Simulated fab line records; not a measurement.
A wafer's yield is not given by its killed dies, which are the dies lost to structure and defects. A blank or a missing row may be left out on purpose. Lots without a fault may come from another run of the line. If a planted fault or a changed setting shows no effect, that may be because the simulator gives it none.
Problem report in the 8D (eight disciplines) form, filled by code | flow berkeleyCmos170 | the parts of the form that need people (team, actions taken, sign-off) are left out

== 1. WHAT WENT WRONG ==
SILICIDE_TI_RS at UCB170_SILICIDE_RS_MEAS_02 reads a mean of 32.9 ohm/sq on 1 wafer of 1 lot; wafers without a fault read 26.2 ohm/sq with a standard deviation of 0.39. Relative to the usual mean, that is a shift of +17 standard deviations.
The step: measures by four-point-probe.
The first sign was on wafer L147.1 at day 9 18:23, on filmMetro-02. At this step, 39 wafers from 13 lots have a number in the record. The rule behind "out" and "out of limits": a value lying over 4 standard deviations away from the usual mean. The other wafers with a number count as sound.

== 2. WHAT THIS IS AND IS NOT ==
question                    | is               | is not
which readings at this step | SILICIDE_TI_RS   | -
which lots                  | L147             | L131, L132, L135, L136, L140, L141, L142, L143, L144, L145, L146, L148
which wafers of those lots  | L147.1           | L147.2, L147.4
read on which gauges        | filmMetro-02     | filmMetro-01, filmMetro-04
when                        | from day 9 18:23 | up to then (35 sound wafers); but 3 sound wafers of L148 came after

== 3. THE SUSPECTS, EACH WITH WHAT RULES IT OUT ==
Counting: any tool at a process step up to the reading remains a suspect provided it ran every lot that is out. Sound lots after the first of them don't rule it out here, since some wafers of a struck lot are sound.
- the gauge at UCB170_SILICIDE_RS_MEAS_02: kept. All the wafers that are out were read on filmMetro-02, and no step on other tools shows them out.
- pvdSputter-04 at UCB170_SILICIDE_SPUTTER_01 (material Ti, target thk 30 nm, time 25 s): kept. It processed L147, the lot that is out, at day 9 18:22, and its most recent sound lot before then was L146 at day 9 17:35.
After counting, pvdSputter-04 at UCB170_SILICIDE_SPUTTER_01 and filmMetro-02 at UCB170_SILICIDE_RS_MEAS_02 remain.

== 4. THE CAUSE (what the simulator had put in) ==
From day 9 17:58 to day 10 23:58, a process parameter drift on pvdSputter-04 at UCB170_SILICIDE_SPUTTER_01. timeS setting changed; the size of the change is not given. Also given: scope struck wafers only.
Counting left 2 suspects, and this tool is among them.

== 5. THE CHAIN OF EFFECTS, in route order ==
Each row: a reading where the mean over the struck wafers with a number is more than 3 standard deviations away from the usual. Readings are gone through only where the record gives a usual standard deviation; hours: the median, over the lots, of the time from a lot's start at the first step in this table giving one to that lot's start at this step; sigmas: the change measured in usual standard deviations.
hours | step                        | reading         | usual       | on struck wafers | change | sigmas
0     | UCB170_SILICIDE_RS_MEAS_02  | SILICIDE_TI_RS  | 26.2 ohm/sq | 32.9             | +6.7   | +17
0     | UCB170_SILICIDE_THK_MEAS_03 | SILICIDE_TI_THK | 30.3 nm     | 25.1             | -5.2   | -13
At these later measuring or inspecting steps, every struck wafer for which the step has a row has a number for every such reading, and none has moved that far: UCB170_CONTACT_THK_MEAS_02, UCB170_M1_OVL_MEAS_10.

== 6. HOW IT WOULD HAVE BEEN CAUGHT EARLIER ==
In this record the first reading out of limits at a measuring or inspecting step was taken at day 9 18:23, 0 hours after the fault began at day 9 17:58.
No tool reading at UCB170_SILICIDE_SPUTTER_01 that has a usual standard deviation in the record was out on any struck wafer, so an alarm limit of 4 standard deviations on those readings would not have fired.
The start of UCB170_SILICIDE_SPUTTER_01 on pvdSputter-04 came by day 9 18:23 for every one of the lots that are out (1). Holding the tool at that point would not have protected any of them.
